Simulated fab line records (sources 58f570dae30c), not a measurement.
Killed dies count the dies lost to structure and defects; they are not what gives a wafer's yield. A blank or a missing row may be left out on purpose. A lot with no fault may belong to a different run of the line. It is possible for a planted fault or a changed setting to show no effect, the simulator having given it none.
The same fault as seen by 2 desks / flow berkeleyCmos170 / numbers are kept per desk, each desk with only its own; the story behind them comes last

== THE METROLOGY DESK ==
Means of the sampled wafers that have a number, per lot and without regard to the tool the lot ran on: this is what the gauges read. A lot is out of limits, marked OUT, if its mean lies more than 4 standard deviations from the usual mean; the brackets give that distance.
Columns: A = cdNm at UCB170_M1_CD_MEAS_09, usual 700.1 nm; B = M1_OVL at UCB170_M1_OVL_MEAS_10, usual 2 nm; C = cdNm at UCB170_M1_CD_MEAS_90, usual 700.6 nm
lot=L416; first seen here=day 8 15:50; A=700.2; B=7; C=699.0
lot=L415; first seen here=day 8 17:38; A=698.3; B=-2; C=698.1
lot=L420; first seen here=day 9 03:28; A=699.2; B=-1; C=698.7
lot=L425; first seen here=day 10 09:29; A=701.3; B=7; C=702.9
lot=L427; first seen here=day 10 15:36; A=702.0; B=-6; C=702.8
lot=L428; first seen here=day 10 16:49; A=700.3; B=3; C=701.0
lot=L426; first seen here=day 10 17:01; A=701.3; B=5; C=701.8
This desk's finding: nothing out of limits on any of the 7 lots.

== TOOL OWNER'S DESK, furnace-03 ==
At UCB170_M1_ANNEAL_14 (time 1200 s), the tool's own readings, given per lot that ran on this tool as the mean of the sampled wafers with a number. A lot is out of limits, marked OUT, if its mean lies more than 4 standard deviations from the usual mean; the brackets give that distance. Readings shown: 7 out of 8 (the first out of limits, and those lying furthest out on some lot).
Columns: A = spikeTcCentreC at UCB170_M1_ANNEAL_14, usual 404.2 C; B = spikeTcLoadC at UCB170_M1_ANNEAL_14, usual 412.0 C; C = spikeTcSourceC at UCB170_M1_ANNEAL_14, usual 416.4 C; D = tubeCenterTempC at UCB170_M1_ANNEAL_14, usual 400.01 C; E = tube_center_temp_C_max at UCB170_M1_ANNEAL_14, usual 401.04; F = zonePowerLoadPct at UCB170_M1_ANNEAL_14, usual 5.34 %; G = zonePowerSourcePct at UCB170_M1_ANNEAL_14, usual 6.30 %
lot=L416; first seen here=day 8 16:22; A=405.2; B=411.9; C=416.3; D=400.03; E=401.15; F=5.31; G=6.28
lot=L415; first seen here=day 8 18:12; A=403.9; B=411.7; C=416.5; D=400.02; E=400.96; F=5.36; G=6.26
lot=L420; first seen here=day 9 04:35; A=404.4; B=411.6; C=416.4; D=400.00; E=400.99; F=5.31; G=6.27
lot=L425; first seen here=day 10 10:02; A=402.7; B=411.4; C=416.1; D=399.99; E=401.14; F=5.26; G=6.37
lot=L427; first seen here=day 10 16:08; A=484.2 (+80) OUT; B=492.6 (+81) OUT; C=497.1 (+81) OUT; D=480.02 (+99 or more) OUT; E=480.93 (+99 or more) OUT; F=7.31 (+36) OUT; G=8.62 (+38) OUT
lot=L428; first seen here=day 10 17:28; A=484.2 (+80) OUT; B=492.9 (+81) OUT; C=497.3 (+81) OUT; D=480.01 (+99 or more) OUT; E=480.99 (+99 or more) OUT; F=7.32 (+36) OUT; G=8.61 (+38) OUT
lot=L426; first seen here=day 10 18:48; A=484.7 (+80) OUT; B=492.7 (+81) OUT; C=497.8 (+81) OUT; D=480.01 (+99 or more) OUT; E=481.10 (+99 or more) OUT; F=7.27 (+35) OUT; G=8.51 (+36) OUT
This desk finds L426, L427, L428 out of limits, L427 being first, at day 10 16:08 (spikeTcCentreC at UCB170_M1_ANNEAL_14). L416, L415, L420, L425 stayed within limits.

== ALL TOGETHER ==
The tool owner's desk could have raised an alarm at day 10 16:08, on L426, L427, L428.
Metrology desk: nothing out of limits seen.
The metrology desk has L426, L427, L428 on record, within its limits.
Of the lots named, all ran UCB170_M1_ANNEAL_14 on furnace-03.

== WHAT HAD BEEN PUT IN BY THE SIMULATOR ==
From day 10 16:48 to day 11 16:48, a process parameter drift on furnace-03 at UCB170_M1_ANNEAL_14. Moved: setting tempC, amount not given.
Struck lots among those shown: L426, L427, L428.
